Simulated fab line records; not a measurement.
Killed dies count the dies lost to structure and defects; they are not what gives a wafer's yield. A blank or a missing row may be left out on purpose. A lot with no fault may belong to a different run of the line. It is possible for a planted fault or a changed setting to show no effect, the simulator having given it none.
Which tool did it? + flow berkeley cmos170 + 21 wafers from 7 lots sampled at 4 of the route's 331 steps

== WHAT THE GAUGES READ, wafer by wafer ==
UCB170_V1_CD_MEAS_12: target cd 700 nm.
| lot  | measured     | on        | cd nm (nm)        |
|------|--------------|-----------|-------------------|
| L591 | day 8 13:23  | cd sem-02 | 697.9 696.5 696.8 |
| L592 | day 8 20:45  | cd sem-02 | 700.7 701.3 701.3 |
| L597 | day 9 06:16  | cd sem-02 | 701.0 703.1 701.6 |
| L600 | day 9 17:56  | cd sem-02 | 730.4 731.5 730.9 |
| L605 | day 10 21:02 | cd sem-01 | 701.3 701.6 700.3 |
| L608 | day 11 15:41 | cd sem-02 | 697.8 701.0 700.2 |
| L610 | day 11 22:54 | cd sem-02 | 699.3 698.8 699.3 |

== EACH LOT AND THE TOOL THAT RAN IT (in order: tool; ch and the chambers of the sampled wafers; start) ==
| lot  | UCB170_GATE_ETCH_14                | UCB170_V1_CVD_00               | UCB170_V1_SOFTBAKE_08             |
|------|------------------------------------|--------------------------------|-----------------------------------|
| L591 | rie diel-03 ch 2,3, day 7 03:56    | pecvd-03 ch 0,1,2, day 8 11:03 | litho track-02 ch 0, day 8 12:52  |
| L592 | rie diel-04 ch 0,1,2, day 7 14:08  | pecvd-03 ch 1,2, day 8 17:24   | litho track-01 ch 0, day 8 19:36  |
| L597 | rie diel-04 ch 1,2,3, day 7 20:38  | pecvd-03 ch 0,1, day 9 04:07   | litho track-01 ch 0, day 9 05:19  |
| L600 | rie diel-01 ch 0,2,3, day 8 09:49  | pecvd-03 ch 0,1, day 9 16:02   | litho track-01 ch 0, day 9 17:16  |
| L605 | rie diel-04 ch 1,3, day 9 08:50    | pecvd-03 ch 0,1, day 10 18:07  | litho track-02 ch 0, day 10 20:20 |
| L608 | rie diel-03 ch 0,1,3, day 10 04:32 | pecvd-03 ch 0,1, day 11 13:37  | litho track-03 ch 0, day 11 15:02 |
| L610 | rie diel-04 ch 0,1,2, day 10 15:17 | pecvd-01 ch 0,2, day 11 20:45  | litho track-03 ch 0, day 11 22:14 |
- UCB170_GATE_ETCH_14: etches BARC in N2/H2.
- UCB170_V1_CVD_00: deposits SiO2 from TEOS/O2, target thk 2000 nm, time 250 s.
- UCB170_V1_SOFTBAKE_08: time 60 s.

== THE ANSWER, worked out from the rows above alone ==
Rule: usual is defined by the lots themselves. Put in order of their means at a reading, lots are off if they are a third of the lots or fewer, leave a main group of 4 or more, and stand apart from it by a gap of 3 or more times the standard deviation of the main group's means; of several such gaps the widest counts. A main group whose means are all the same, to the digits that the tables above print for the reading, isn't used. Also off: a lot with no number at a reading for which 4 or more lots have one. Any other lot the step has rows for is counted as sound.
Off at UCB170_V1_CD_MEAS_12 (cd nm): L600. Main group: mean 700.0 nm, sd 1.6.
If a tool, at a process step before that reading, ran all the lots that are off and no sound lot after the first of them, it fits. Those tools and the gauges at UCB170_V1_CD_MEAS_12 are tried in the same way. This does not decide it: 2 tools fit, namely rie diel-01 at UCB170_GATE_ETCH_14 and litho track-01 at UCB170_V1_SOFTBAKE_08.

== WHAT THE SIMULATOR HAD PUT IN ==
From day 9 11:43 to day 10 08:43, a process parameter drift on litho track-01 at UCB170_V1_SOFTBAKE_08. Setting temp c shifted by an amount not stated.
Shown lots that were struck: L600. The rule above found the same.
